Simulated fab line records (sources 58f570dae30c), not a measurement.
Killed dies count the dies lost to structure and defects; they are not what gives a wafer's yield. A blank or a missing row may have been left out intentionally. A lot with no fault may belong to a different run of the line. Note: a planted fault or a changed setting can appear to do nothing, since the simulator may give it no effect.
Which tool did it? :: flow berkeley cmos170 :: 14 lots with 42 wafers sampled at 4 steps, on a route of 331 steps

## WHAT THE GAUGES SHOWED, per wafer
UCB170_FIELD_THK_MEAS_91.
lot: L425
measured: day 5 21:01
on: film metro-01
FIELD_OXIDE_LEFT_2_THK (nm): 342 342 342

lot: L427
measured: day 6 04:47
on: film metro-02
FIELD_OXIDE_LEFT_2_THK (nm): 347 346 351

lot: L426
measured: day 6 05:05
on: film metro-04
FIELD_OXIDE_LEFT_2_THK (nm): 344 330 340

lot: L429
measured: day 6 11:02
on: film metro-01
FIELD_OXIDE_LEFT_2_THK (nm): 363 362 361

lot: L431
measured: day 6 11:03
on: film metro-04
FIELD_OXIDE_LEFT_2_THK (nm): 372 367 367

lot: L432
measured: day 7 04:28
on: film metro-01
FIELD_OXIDE_LEFT_2_THK (nm): 354 360 355

lot: L434
measured: day 7 11:47
on: film metro-04
FIELD_OXIDE_LEFT_2_THK (nm): 350 348 333

lot: L435
measured: day 7 11:48
on: film metro-02
FIELD_OXIDE_LEFT_2_THK (nm): 346 345 356

lot: L433
measured: day 7 11:50
on: film metro-01
FIELD_OXIDE_LEFT_2_THK (nm): 370 369 367

lot: L436
measured: day 8 05:33
on: film metro-02
FIELD_OXIDE_LEFT_2_THK (nm): 359 363 368

lot: L437
measured: day 8 07:07
on: film metro-04
FIELD_OXIDE_LEFT_2_THK (nm): 347 350 352

lot: L446
measured: day 9 15:41
on: film metro-02
FIELD_OXIDE_LEFT_2_THK (nm): 354 368 361

lot: L445
measured: day 9 16:33
on: film metro-02
FIELD_OXIDE_LEFT_2_THK (nm): 358 365 362

lot: L448
measured: day 9 19:11
on: film metro-04
FIELD_OXIDE_LEFT_2_THK (nm): 354 351 352

UCB170_PSD_CD_MEAS_06: target cd 1200 nm.
lot: L425
measured: day 6 18:46
on: cd sem-02
cd nm (nm): 1200.9 1201.0 1200.8

lot: L427
measured: day 6 22:01
on: cd sem-02
cd nm (nm): 1201.9 1201.3 1201.8

lot: L426
measured: day 6 21:28
on: cd sem-01
cd nm (nm): 1200.0 1201.5 1201.1

lot: L429
measured: day 7 06:40
on: cd sem-02
cd nm (nm): 1201.9 1200.6 1201.7

lot: L431
measured: day 7 07:37
on: cd sem-01
cd nm (nm): 1200.6 1198.9 1201.6

lot: L432
measured: day 7 21:41
on: cd sem-01
cd nm (nm): 1199.0 1199.1 1199.7

lot: L434
measured: day 8 06:25
on: cd sem-01
cd nm (nm): 1201.1 1201.6 1201.5

lot: L435
measured: day 8 05:43
on: cd sem-02
cd nm (nm): 1198.8 1199.6 1200.9

lot: L433
measured: day 8 05:26
on: cd sem-01
cd nm (nm): 1201.3 1200.9 1199.4

lot: L436
measured: day 9 01:13
on: cd sem-02
cd nm (nm): 1201.2 1200.2 1200.4

lot: L437
measured: day 9 01:05
on: cd sem-02
cd nm (nm): 1201.9 1202.9 1202.0

lot: L446
measured: day 10 11:59
on: cd sem-02
cd nm (nm): 1201.9 1200.5 1200.9

lot: L445
measured: day 10 12:17
on: cd sem-01
cd nm (nm): 1199.2 1199.6 1199.2

lot: L448
measured: day 10 19:29
on: cd sem-01
cd nm (nm): 1201.6 1202.2 1203.2

UCB170_CONTACT_CD_MEAS_90: target cd 700 nm.
lot: L425
measured: day 7 13:33
on: cd sem-01
cd nm (nm): 698.2 698.1 700.3

lot: L427
measured: day 7 13:44
on: cd sem-01
cd nm (nm): 701.2 700.3 699.3

lot: L426
measured: day 7 08:14
on: cd sem-01
cd nm (nm): 700.2 700.9 700.1

lot: L429
measured: day 7 18:49
on: cd sem-01
cd nm (nm): 699.2 698.0 696.7

lot: L431
measured: day 7 18:28
on: cd sem-02
cd nm (nm): 699.3 700.7 699.7

lot: L432
measured: day 8 07:39
on: cd sem-02
cd nm (nm): 700.6 702.9 700.5

lot: L434
measured: day 8 18:44
on: cd sem-02
cd nm (nm): 701.7 698.9 700.4

lot: L435
measured: day 8 19:08
on: cd sem-02
cd nm (nm): 699.5 700.0 699.6

lot: L433
measured: day 8 19:01
on: cd sem-01
cd nm (nm): 699.2 698.1 700.6

lot: L436
measured: day 9 15:16
on: cd sem-02
cd nm (nm): 700.2 702.9 702.4

lot: L437
measured: day 9 15:50
on: cd sem-01
cd nm (nm): 701.0 700.2 702.0

lot: L446
measured: day 10 23:49
on: cd sem-02
cd nm (nm): 700.8 701.6 701.0

lot: L445
measured: day 11 01:50
on: cd sem-01
cd nm (nm): 699.5 701.7 699.5

lot: L448
measured: day 11 03:49
on: cd sem-02
cd nm (nm): 699.7 699.9 700.9

## EACH LOT AND THE TOOL THAT RAN IT (in order: tool; ch and the chambers of the sampled wafers; start)
lot: L425
UCB170_NSD_STRIP_09: plasma asher-02 ch 0,1, day 7 00:47

lot: L427
UCB170_NSD_STRIP_09: plasma asher-01 ch 0,1, day 7 01:13

lot: L426
UCB170_NSD_STRIP_09: plasma asher-01 ch 0,1, day 7 00:56

lot: L429
UCB170_NSD_STRIP_09: plasma asher-04 ch 0, day 7 11:28

lot: L431
UCB170_NSD_STRIP_09: plasma asher-04 ch 0,1, day 7 11:11

lot: L432
UCB170_NSD_STRIP_09: plasma asher-04 ch 0,1, day 7 23:28

lot: L434
UCB170_NSD_STRIP_09: plasma asher-04 ch 0,1, day 8 09:13

lot: L435
UCB170_NSD_STRIP_09: plasma asher-01 ch 0,1, day 8 08:58

lot: L433
UCB170_NSD_STRIP_09: plasma asher-04 ch 0,1, day 8 08:29

lot: L436
UCB170_NSD_STRIP_09: plasma asher-04 ch 0,1, day 9 05:00

lot: L437
UCB170_NSD_STRIP_09: plasma asher-01 ch 0,1, day 9 04:50

lot: L446
UCB170_NSD_STRIP_09: plasma asher-02 ch 0,1, day 10 16:49

lot: L445
UCB170_NSD_STRIP_09: plasma asher-01 ch 0,1, day 10 17:05

lot: L448
UCB170_NSD_STRIP_09: plasma asher-02 ch 0,1, day 10 21:35
- UCB170_NSD_STRIP_09: strips in O2.

## WHAT THE TOOLS THEMSELVES READ (means of the sampled wafers that have a number; where no wafer has one, the mark that the record gives instead)
UCB170_NSD_STRIP_09.
lot: L425
tool: plasma asher-02
drypump motor current A (A): 5.8
oes product au (a.u.): 0.531
strip time to endpoint s (s): 35.69

lot: L427
tool: plasma asher-01
drypump motor current A (A): 5.6
oes product au (a.u.): 0.534
strip time to endpoint s (s): 35.83

lot: L426
tool: plasma asher-01
drypump motor current A (A): 5.6
oes product au (a.u.): 0.536
strip time to endpoint s (s): 35.71

lot: L429
tool: plasma asher-04
drypump motor current A (A): 6.0
oes product au (a.u.): 0.536
strip time to endpoint s (s): 35.82

lot: L431
tool: plasma asher-04
drypump motor current A (A): 6.1
oes product au (a.u.): 0.536
strip time to endpoint s (s): 35.77

lot: L432
tool: plasma asher-04
drypump motor current A (A): 6.2
oes product au (a.u.): 0.531
strip time to endpoint s (s): 35.89

lot: L434
tool: plasma asher-04
drypump motor current A (A): 6.2
oes product au (a.u.): 0.512
strip time to endpoint s (s): 35.91

lot: L435
tool: plasma asher-01
drypump motor current A (A): 5.3
oes product au (a.u.): 0.534
strip time to endpoint s (s): 35.75

lot: L433
tool: plasma asher-04
drypump motor current A (A): 6.2
oes product au (a.u.): 0.534
strip time to endpoint s (s): 35.88

lot: L436
tool: plasma asher-04
drypump motor current A (A): 6.1
oes product au (a.u.): 0.512
strip time to endpoint s (s): 35.78

lot: L437
tool: plasma asher-01
drypump motor current A (A): 5.6
oes product au (a.u.): 0.535
strip time to endpoint s (s): 35.81

lot: L446
tool: plasma asher-02
drypump motor current A (A): 5.8
oes product au (a.u.): 0.535
strip time to endpoint s (s): 35.78

lot: L445
tool: plasma asher-01
drypump motor current A (A): 5.6
oes product au (a.u.): 0.535
strip time to endpoint s (s): 35.84

lot: L448
tool: plasma asher-02
drypump motor current A (A): 5.8
oes product au (a.u.): 0.531
strip time to endpoint s (s): 35.87

## THE ANSWER, worked out from the rows above alone
Rule: the lots themselves supply what counts as usual. Put in order of their means at a reading, lots are off if they are a third of the lots or fewer, leave a main group of 4 or more, and stand apart from it by a gap of 3 or more times the standard deviation of the main group's means; of several such gaps the widest counts. A main group whose means are all the same, to the digits that the tables above print for the reading, isn't used. Also off: a lot with no number at a reading for which 4 or more lots have one. Any other lot the step has rows for is counted as sound. First the gauges in route order, then the tools' own readings, where a lot's mean is used as printed above. At the first step where some lot is off, the reading lying furthest off is the one used; lots without a number count as furthest.
Off: L434, L436, at UCB170_NSD_STRIP_09 (oes product au). For the main group the mean is 0.534 a.u. and the standard deviation 0.0019.
If a tool, at that step or one of the process steps before it, ran each lot that is off and ran no sound lot following the first of them, it fits. One candidate fits, namely plasma asher-04 at UCB170_NSD_STRIP_09. Its last sound lot is L433 (day 8 08:29), its first lot that is off L434 (day 8 09:13): a fault that began between those two fits.
The tool's own readings at UCB170_NSD_STRIP_09 bear it out: on the lots that are off they differ by more than 5 times the standard deviation of the sound lots' means. oes product au reads 0.512 a.u. there against 0.534 a.u. on the sound lots.

## WHAT THE SIMULATOR HAD PUT IN
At UCB170_NSD_STRIP_09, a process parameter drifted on plasma asher-04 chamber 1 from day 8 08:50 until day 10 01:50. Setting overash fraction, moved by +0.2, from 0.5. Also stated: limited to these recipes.
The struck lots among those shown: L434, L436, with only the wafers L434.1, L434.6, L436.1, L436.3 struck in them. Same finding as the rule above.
